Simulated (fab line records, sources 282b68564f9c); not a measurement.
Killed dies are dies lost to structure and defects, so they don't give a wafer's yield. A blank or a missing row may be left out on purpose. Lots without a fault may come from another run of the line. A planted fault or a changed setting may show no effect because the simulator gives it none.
Which tool did it? | flow rit_cmos | 14 lots, 42 wafers sampled, at 3 steps of a route of 202

WHAT THE GAUGES READ, wafer by wafer
RIT_NWELL_TW_MEAS_10.
lot  | measured    | on            | NWELL_TW
L701 | day 1 22:43 | film_metro-01 | 2134 2130 2122
L702 | day 2 02:52 | film_metro-03 | 2199 2195 2195
L704 | day 2 14:11 | film_metro-04 | 2139 2140 2131
L705 | day 2 18:22 | film_metro-04 | 2124 2130 2130
L706 | day 2 23:07 | film_metro-01 | 2131 2134 2134
L707 | day 3 04:34 | film_metro-03 | 2185 2185 2183
L708 | day 3 09:03 | film_metro-01 | 2121 2122 2122
L716 | day 5 01:20 | film_metro-04 | 2244 2243 2255 2240 2238 2250
L717 | day 5 06:43 | film_metro-01 | 2249 2245 2245 2253 2228 2231
L718 | day 5 11:35 | film_metro-04 | 2143 2147 2142
L719 | day 5 19:01 | film_metro-03 | 2188 2181 2187
L720 | day 5 21:37 | film_metro-03 | 2190 2189 2187
L721 | day 6 02:44 | film_metro-04 | 2140 2128 2137
L723 | day 6 13:11 | film_metro-04 | 2129 2145 2123

RIT_WELLDRIVE_RS_MEAS_01: measures by four-point-probe.
lot  | measured    | on            | NWELL_RS (ohm/sq)
L701 | day 2 05:38 | film_metro-03 | 275.7 275.4 275.4
L702 | day 2 10:23 | film_metro-01 | 274.1 273.9 273.8
L704 | day 2 20:53 | film_metro-03 | 275.6 275.7 275.8
L705 | day 3 01:41 | film_metro-03 | 274.9 275.0 274.9
L706 | day 3 05:56 | film_metro-03 | 274.7 275.7 275.2
L707 | day 3 11:31 | film_metro-03 | 275.0 274.0 274.8
L708 | day 3 15:58 | film_metro-03 | 275.6 275.4 275.5
L716 | day 5 13:04 | film_metro-04 | 271.2 271.4 271.2 271.3 271.6 270.6
L717 | day 5 16:50 | film_metro-01 | 271.2 271.0 271.7 270.3 271.2 272.0
L718 | day 5 18:43 | film_metro-03 | 276.1 276.4 275.7
L719 | day 6 01:58 | film_metro-03 | 274.9 275.0 276.0
L720 | day 6 04:59 | film_metro-04 | 275.1 275.2 275.5
L721 | day 6 09:35 | film_metro-03 | 275.3 275.2 275.6
L723 | day 6 20:20 | film_metro-04 | 275.1 274.5 274.8

WHICH TOOL RAN EACH LOT (tool, then ch and the chambers of the sampled wafers, then the start)
lot  | RIT_NWELL_IMPLANT_08
L701 | implanter-04 ch 0, day 1 22:23
L702 | implanter-03 ch 0, day 2 02:32
L704 | implanter-02 ch 0, day 2 13:52
L705 | implanter-03 ch 0, day 2 18:02
L706 | implanter-02 ch 0, day 2 22:47
L707 | implanter-02 ch 0, day 3 04:14
L708 | implanter-03 ch 0, day 3 08:43
L716 | implanter-02 ch 0, day 5 01:02
L717 | implanter-02 ch 0, day 5 06:23
L718 | implanter-04 ch 0, day 5 11:15
L719 | implanter-03 ch 0, day 5 18:42
L720 | implanter-04 ch 0, day 5 21:20
L721 | implanter-04 ch 0, day 6 02:24
L723 | implanter-04 ch 0, day 6 12:54
- RIT_NWELL_IMPLANT_08

WHAT THE TOOLS THEMSELVES READ (means of the sampled wafers that have a number; where no wafer has one, the mark that the record gives instead)
RIT_NWELL_IMPLANT_08.
lot  | tool         | beam_energy_keV
L701 | implanter-04 | 170.13
L702 | implanter-03 | 170.05
L704 | implanter-02 | 170.00
L705 | implanter-03 | 169.94
L706 | implanter-02 | 169.95
L707 | implanter-02 | 170.02
L708 | implanter-03 | 170.03
L716 | implanter-02 | 214.20
L717 | implanter-02 | 214.20
L718 | implanter-04 | 170.09
L719 | implanter-03 | 170.00
L720 | implanter-04 | 169.99
L721 | implanter-04 | 170.01
L723 | implanter-04 | 169.99

THE ANSWER, worked out from the rows above alone
Rule: what is usual is taken from the lots themselves. Put in order of their means at a reading, lots are off if they are a third of the lots or fewer, leave a main group of 4 or more, and stand apart from it by a gap of 3 or more times the standard deviation of the main group's means; of several such gaps the widest counts. A main group whose means are all the same, to the digits that the tables above print for the reading, isn't used. A lot without any number at a reading at which 4 lots or more have one is off too. The other lots that the step has rows for count as sound. The gauges are gone through in route order, then the tools' own readings, and for those a lot's mean is taken as printed above. The first step at which some lot is off is used, and at that step the reading that is off furthest; a lot without a number counts as furthest.
Off: L716, L717, at RIT_WELLDRIVE_RS_MEAS_01 (NWELL_RS). The main group: mean 275.2 ohm/sq, standard deviation 0.53.
A tool fits if, at a process step before that reading, it ran every lot that is off, and no sound lot after the first of them. The gauges at RIT_WELLDRIVE_RS_MEAS_01 aren't tried: what is off there is off at RIT_NWELL_IMPLANT_08 too, on other tools, and a gauge's error can't cause that. One fits: implanter-02 at RIT_NWELL_IMPLANT_08. Its last sound lot is L707 (day 3 04:14), its first lot that is off L716 (day 5 01:02): a fault that began between those two fits.
The tool's own readings at RIT_NWELL_IMPLANT_08 bear it out: on the lots that are off they differ by more than 5 times the standard deviation of the sound lots' means. beam_energy_keV reads 214.20 there against 170.02 on the sound lots.

WHAT THE SIMULATOR HAD PUT IN
Process parameter drift: implanter-02, from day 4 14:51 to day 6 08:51, at RIT_NWELL_IMPLANT_08. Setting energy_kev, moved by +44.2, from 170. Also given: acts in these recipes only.
Lots struck among those shown: L716, L717. The rule above found the same.
